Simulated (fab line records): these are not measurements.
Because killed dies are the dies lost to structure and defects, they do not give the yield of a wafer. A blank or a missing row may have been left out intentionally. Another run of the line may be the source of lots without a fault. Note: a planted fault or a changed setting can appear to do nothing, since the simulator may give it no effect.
Problem report in the 8D (eight disciplines) form, filled by code | flow berkeleyCmos170 | the parts of the form that need people (team, actions taken, sign-off) are left out

## 1. THE PROBLEM
Mean GATE_POLY_THK at UCB170_GATE_THK_MEAS_05: 116.5 nm over 6 wafers in 2 lots; fault-free wafers: 213.9 nm, standard deviation 2. Relative to the usual mean, that is a shift of -49 standard deviations.
Earliest sighting: wafer L958.1 on filmMetro-01 at day 9 02:41. The record has a number at this step for 42 wafers belonging to 14 lots. Rule for "out", or "out of limits": more than 4 standard deviations from the usual mean. The other wafers with a number count as sound.

## 2. WHAT IT IS; WHAT IT IS NOT
question                    | is                         | is not
which readings at this step | GATE_POLY_THK              | -
which lots                  | L957, L958                 | L942, L943, L944, L945, L946, L947, L951, L960, L961, L963, L964, L965
which wafers of those lots  | all that have a number     | -
read on which gauges        | filmMetro-01, filmMetro-02 | filmMetro-04
when                        | from day 9 02:41           | up to then (21 sound wafers); but 15 sound wafers of L960, L961, L963, L964, L965 came after

## 3. SUSPECTS, AND WHAT RULES EACH OUT
Counting: a tool stays on the suspect list if, at a process step up to the reading, it processed all lots that are out and no sound lot following the first of them.
- the gauge at UCB170_GATE_THK_MEAS_05: ruled out. Those wafers that are out were read across 2 gauges (filmMetro-01, filmMetro-02).
- lpcvd-02 at UCB170_GATE_CVD_04 (deposits poly-Si from SiH4, time 1440 s, target thk 214 nm): kept. It ran every lot that is out, first L957 (day 9 01:17), and no sound lot after that; its last sound lot up to then is L946 (day 7 08:05). Out on those wafers are its own readings of spikeTcCentreC, spikeTcLoadC, spikeTcSourceC, susceptorTempC.
The count leaves lpcvd-02 at UCB170_GATE_CVD_04.

## 4. THE CAUSE (what the simulator had put in)
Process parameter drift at UCB170_GATE_CVD_04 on lpcvd-02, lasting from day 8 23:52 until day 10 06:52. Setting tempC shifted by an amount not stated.
The count eliminated every tool but this one.

## 5. SEQUENCE OF EFFECTS, ordered by route
Rows list readings where the struck wafers' mean (over those with a number) sits beyond 3 standard deviations from the usual. Readings are gone through only where the record gives a usual standard deviation; hours: the median, over the lots, of the time from a lot's start at the first step in this table giving one to that lot's start at this step; sigmas: the change measured in usual standard deviations.
hours | step                    | reading        | usual      | on struck wafers | change | sigmas
0     | UCB170_GATE_CVD_04      | spikeTcCentreC | 612.3 C    | 587.4            | -24.9  | -21
0     | UCB170_GATE_CVD_04      | spikeTcLoadC   | 630.6 C    | 606.8            | -23.8  | -9.9
0     | UCB170_GATE_CVD_04      | spikeTcSourceC | 629.4 C    | 603.7            | -25.7  | -23
0     | UCB170_GATE_CVD_04      | susceptorTempC | 610.0 C    | 585.2            | -24.8  | -80
1     | UCB170_GATE_THK_MEAS_05 | GATE_POLY_THK  | 213.9 nm   | 116.5            | -97.4  | -49
4     | UCB170_GATE_ETCH_15     | oesProductAu   | 0.827 a.u. | 0.575            | -0.252 | -17
The process steps in it:
- UCB170_GATE_CVD_04: deposits poly-Si from SiH4, time 1440 s, target thk 214 nm.
- UCB170_GATE_ETCH_15: etches poly-Si in HBr/Cl2, stops on SiO2, time 56.3 s, target depth 278.2 nm.

## 6. WHAT WOULD HAVE CAUGHT IT SOONER
Counted from the fault's start at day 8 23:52, it took 3 hours until the first out-of-limits reading at a measuring or inspecting step in this record, taken at day 9 02:41.
Tool's own readings at UCB170_GATE_CVD_04, spikeTcCentreC, spikeTcLoadC, spikeTcSourceC, susceptorTempC: out on all struck wafers the step has rows for; an alarm limit on them would have tripped on the first.
Each of the lots that are out, 2 in all, had begun UCB170_GATE_CVD_04 on lpcvd-02 no later than day 9 02:41. Tool hold at that time: it would have spared none of them.
